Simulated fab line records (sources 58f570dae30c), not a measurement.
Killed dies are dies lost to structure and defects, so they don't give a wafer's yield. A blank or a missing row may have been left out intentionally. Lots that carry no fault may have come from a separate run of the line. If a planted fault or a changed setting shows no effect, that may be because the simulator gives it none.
Which tool is to blame? / flow berkeley-cmos170 / Sampling: 14 lots, 42 wafers, 2 of 331 route steps

WHAT THE GAUGES READ, wafer by wafer
UCB170_NWELL_OVL_MEAS_12.
lot=L386; measured=day 2 08:49; on=overlay-01; NWELL_OVL (nm)=8 1 1
lot=L387; measured=day 2 15:35; on=overlay-01; NWELL_OVL (nm)=-4 -4 -6
lot=L388; measured=day 2 21:49; on=overlay-02; NWELL_OVL (nm)=0 1 0
lot=L389; measured=day 3 02:13; on=overlay-01; NWELL_OVL (nm)=1 2 -2
lot=L391; measured=day 3 12:05; on=overlay-01; NWELL_OVL (nm)=0 -3 6
lot=L392; measured=day 3 18:47; on=overlay-02; NWELL_OVL (nm)=3 0 3
lot=L393; measured=day 3 19:02; on=overlay-01; NWELL_OVL (nm)=8 -1 6
lot=L398; measured=day 5 00:43; on=overlay-02; NWELL_OVL (nm)=675 677 682
lot=L397; measured=day 5 00:57; on=overlay-01; NWELL_OVL (nm)=-6 -6 0
lot=L400; measured=day 5 10:06; on=overlay-01; NWELL_OVL (nm)=-2 -2 -9
lot=L401; measured=day 5 17:44; on=overlay-02; NWELL_OVL (nm)=-3 -9 -5
lot=L403; measured=day 6 01:42; on=overlay-02; NWELL_OVL (nm)=675 679 686
lot=L408; measured=day 7 01:14; on=overlay-02; NWELL_OVL (nm)=11 2 8
lot=L409; measured=day 7 11:41; on=overlay-02; NWELL_OVL (nm)=0 1 6

EACH LOT AND THE TOOL THAT RAN IT (in order: tool; ch and the chambers of the sampled wafers; start)
lot=L386; UCB170_NWELL_EXPOSE_09=krf-scanner-02 ch 0, day 2 07:37
lot=L387; UCB170_NWELL_EXPOSE_09=krf-scanner-01 ch 0, day 2 15:13
lot=L388; UCB170_NWELL_EXPOSE_09=krf-scanner-02 ch 0, day 2 20:54
lot=L389; UCB170_NWELL_EXPOSE_09=krf-scanner-01 ch 0, day 3 01:38
lot=L391; UCB170_NWELL_EXPOSE_09=krf-scanner-01 ch 0, day 3 11:07
lot=L392; UCB170_NWELL_EXPOSE_09=krf-scanner-01 ch 0, day 3 18:24
lot=L393; UCB170_NWELL_EXPOSE_09=krf-scanner-02 ch 0, day 3 18:38
lot=L398; UCB170_NWELL_EXPOSE_09=krf-scanner-02 ch 0, day 5 00:19
lot=L397; UCB170_NWELL_EXPOSE_09=krf-scanner-01 ch 0, day 5 00:34
lot=L400; UCB170_NWELL_EXPOSE_09=krf-scanner-01 ch 0, day 5 09:25
lot=L401; UCB170_NWELL_EXPOSE_09=krf-scanner-01 ch 0, day 5 17:01
lot=L403; UCB170_NWELL_EXPOSE_09=krf-scanner-02 ch 0, day 6 01:19
lot=L408; UCB170_NWELL_EXPOSE_09=krf-scanner-01 ch 0, day 7 00:52
lot=L409; UCB170_NWELL_EXPOSE_09=krf-scanner-01 ch 0, day 7 11:17
- UCB170_NWELL_EXPOSE_09: exposes mask NWELL, target cd 3000 nm.

AS READ BY THE TOOLS THEMSELVES (means over the sampled wafers that have a number; for cases with no such wafer, the mark the record gives instead)
UCB170_NWELL_EXPOSE_09.
lot=L386; tool=krf-scanner-02; focus-offset-nm (nm)=-0.1; stage-vel-mm-s (mm/s)=499.93
lot=L387; tool=krf-scanner-01; focus-offset-nm (nm)=0.8; stage-vel-mm-s (mm/s)=500.28
lot=L388; tool=krf-scanner-02; focus-offset-nm (nm)=0.5; stage-vel-mm-s (mm/s)=499.82
lot=L389; tool=krf-scanner-01; focus-offset-nm (nm)=-0.3; stage-vel-mm-s (mm/s)=499.98
lot=L391; tool=krf-scanner-01; focus-offset-nm (nm)=-0.6; stage-vel-mm-s (mm/s)=500.16
lot=L392; tool=krf-scanner-01; focus-offset-nm (nm)=0.4; stage-vel-mm-s (mm/s)=499.47
lot=L393; tool=krf-scanner-02; focus-offset-nm (nm)=-0.8; stage-vel-mm-s (mm/s)=500.04
lot=L398; tool=krf-scanner-02; focus-offset-nm (nm)=-0.3; stage-vel-mm-s (mm/s)=500.16
lot=L397; tool=krf-scanner-01; focus-offset-nm (nm)=0.5; stage-vel-mm-s (mm/s)=499.87
lot=L400; tool=krf-scanner-01; focus-offset-nm (nm)=0.4; stage-vel-mm-s (mm/s)=500.03
lot=L401; tool=krf-scanner-01; focus-offset-nm (nm)=-0.3; stage-vel-mm-s (mm/s)=499.90
lot=L403; tool=krf-scanner-02; focus-offset-nm (nm)=-0.2; stage-vel-mm-s (mm/s)=499.90
lot=L408; tool=krf-scanner-01; focus-offset-nm (nm)=-0.7; stage-vel-mm-s (mm/s)=500.01
lot=L409; tool=krf-scanner-01; focus-offset-nm (nm)=-0.6; stage-vel-mm-s (mm/s)=499.75

THE ANSWER, worked out from the rows above alone
Rule: what is usual is taken from the lots themselves. Put in order of their means at a reading, lots are off if they are a third of the lots or fewer, leave a main group of 4 or more, and stand apart from it by a gap of 3 or more times the standard deviation of the main group's means; of several such gaps the widest counts. The tables above print the reading to a certain number of digits; a main group whose means all agree to those digits is not used. A lot without any number at a reading at which 4 lots or more have one is off too. Where the step has rows for the other lots, those lots are counted as sound. The gauges are gone through in route order, then the tools' own readings, and for those a lot's mean is taken as printed above. The first step at which some lot is off is used, and at that step the reading that is off furthest; a lot without a number counts as furthest.
Off: L398, L403, at UCB170_NWELL_OVL_MEAS_12 (NWELL_OVL). For the main group the mean is 0 nm and the standard deviation 3.9.
A tool fits if, at a process step before that reading, it ran every lot that is off, and no sound lot after the first of them. The gauges at UCB170_NWELL_OVL_MEAS_12 are tried like those tools. One fits: krf-scanner-02 at UCB170_NWELL_EXPOSE_09. A fault onset in the window from L393 (day 3 18:38, its last sound lot) to L398 (day 5 00:19, its first lot off) fits.

WHAT WAS PUT IN BY THE SIMULATOR
Scanner matching overlay: krf-scanner-02, from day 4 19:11 on, at UCB170_NWELL_EXPOSE_09. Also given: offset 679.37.
Lots struck among those shown: L398, L403. Same finding as the rule above.
